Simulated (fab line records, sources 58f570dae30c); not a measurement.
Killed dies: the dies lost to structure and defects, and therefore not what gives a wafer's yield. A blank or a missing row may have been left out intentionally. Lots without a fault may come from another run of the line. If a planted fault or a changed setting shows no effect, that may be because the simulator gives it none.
2 desks, one fault || flow berkeley-cmos170 || each desk has only its own numbers; what lay behind them comes last

## DESK OF THE TOOL OWNER: rie-metal-02
The tool's own readings at UCB170_M1_METAL_ETCH_12 (etches Al in Cl2/BCl3, stops on PSG, target depth 780 nm, time 130 s): means of the sampled wafers that have a number, for each lot that ran on this tool. A lot is out of limits, marked OUT, if its mean lies more than 4 standard deviations from the usual mean; the brackets give that distance.
Columns: A = drypump-motor-current-A at UCB170_M1_METAL_ETCH_12, usual 5.8 A; B = mfc-cl2-sccm at UCB170_M1_METAL_ETCH_12, usual 90.02 sccm; C = oes-product-au at UCB170_M1_METAL_ETCH_12, usual 0.855 a.u.; D = throttle-valve-pct at UCB170_M1_METAL_ETCH_12, usual 24.35 %
{"lot": "L876", "first seen here": "day 8 14:35", "A": 5.6, "B": 90.03, "C": 0.868, "D": 24.25}
{"lot": "L877", "first seen here": "day 9 05:35", "A": 5.9, "B": 89.68, "C": 0.858, "D": 24.34}
{"lot": "L883", "first seen here": "day 9 23:29", "A": 5.9, "B": 89.88, "C": 0.847, "D": 24.35}
{"lot": "L885", "first seen here": "day 10 15:47", "A": 5.0, "B": 89.78, "C": 0.873, "D": 24.06}
{"lot": "L887", "first seen here": "day 10 23:11", "A": 5.0, "B": 89.91, "C": 0.868, "D": 24.08}
{"lot": "L889", "first seen here": "day 11 13:10", "A": 5.3, "B": 89.81, "C": 0.868, "D": 24.21}
{"lot": "L892", "first seen here": "day 11 17:11", "A": 5.9, "B": 89.95, "C": 0.846, "D": 24.50}
{"lot": "L894", "first seen here": "day 13 00:25", "A": 5.6, "B": 90.25, "C": "0.762 (-7.2) OUT", "D": 24.40}
{"lot": "L896", "first seen here": "day 13 00:58", "A": 5.6, "B": 90.24, "C": "0.765 (-6.9) OUT", "D": 24.40}
{"lot": "L899", "first seen here": "day 13 19:03", "A": 5.3, "B": 90.10, "C": "0.775 (-6.2) OUT", "D": 24.26}
This desk's verdict: out of limits on L894, L896, L899, starting with L894 at day 13 00:25 (oes-product-au at UCB170_M1_METAL_ETCH_12). L876, L877, L883, L885, L887, L889, L892 stayed within limits.

## FROM THE METROLOGY DESK
Lot by lot, what the gauges showed, no matter which tool ran the lot: averages of those sampled wafers that carry a number. A lot is out of limits, marked OUT, if its mean lies more than 4 standard deviations from the usual mean; the brackets give that distance.
Columns: A = cd-nm at UCB170_M1_CD_MEAS_90, usual 699.9 nm; B = V1_BOW at UCB170_V1_BOW_MEAS_03, usual 19 um
{"lot": "L876", "first seen here": "day 8 14:49", "A": 699.8, "B": 11}
{"lot": "L877", "first seen here": "day 9 05:57", "A": 697.6, "B": 20}
{"lot": "L880", "first seen here": "day 9 06:04", "A": 698.5, "B": 22}
{"lot": "L879", "first seen here": "day 9 07:25", "A": 697.3, "B": 16}
{"lot": "L883", "first seen here": "day 9 23:49", "A": 697.3, "B": 11}
{"lot": "L885", "first seen here": "day 10 16:07", "A": 698.8, "B": 23}
{"lot": "L886", "first seen here": "day 10 20:41", "A": 703.2, "B": 21}
{"lot": "L887", "first seen here": "day 10 23:33", "A": 700.3, "B": 12}
{"lot": "L889", "first seen here": "day 11 13:24", "A": 701.1, "B": 18}
{"lot": "L892", "first seen here": "day 11 17:25", "A": 699.7, "B": 23}
{"lot": "L893", "first seen here": "day 11 21:13", "A": 700.7, "B": 14}
{"lot": "L894", "first seen here": "day 13 00:40", "A": "710.1 (+4.1) OUT", "B": "-"}
{"lot": "L895", "first seen here": "day 13 00:58", "A": 697.9, "B": 19}
{"lot": "L896", "first seen here": "day 13 01:13", "A": "714.2 (+5.7) OUT", "B": "-"}
{"lot": "L899", "first seen here": "day 13 19:17", "A": "713.5 (+5.4) OUT", "B": "-"}
This desk's verdict: out of limits on L894, L896, L899, starting with L894 at day 13 00:40 (cd-nm at UCB170_M1_CD_MEAS_90). L876, L877, L880, L879, L883, L885, L886, L887, L889, L892, L893, L895 stayed within limits.

## PUT TOGETHER
The tool owner's desk had the chance to raise an alarm at day 13 00:25 on L894, L896, L899.
Metrology desk: alarm possible at day 13 00:40 on L894, L896, L899.
The lots listed all ran UCB170_M1_METAL_ETCH_12 on rie-metal-02.

## WHAT HAD BEEN PUT IN BY THE SIMULATOR
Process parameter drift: rie-metal-02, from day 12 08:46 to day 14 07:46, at UCB170_M1_METAL_ETCH_12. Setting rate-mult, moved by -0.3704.
Struck lots among those shown: L894, L896, L899.
Fault start to first reading out of limits, in hours, per desk: tool owner, 16; metrology, 16.
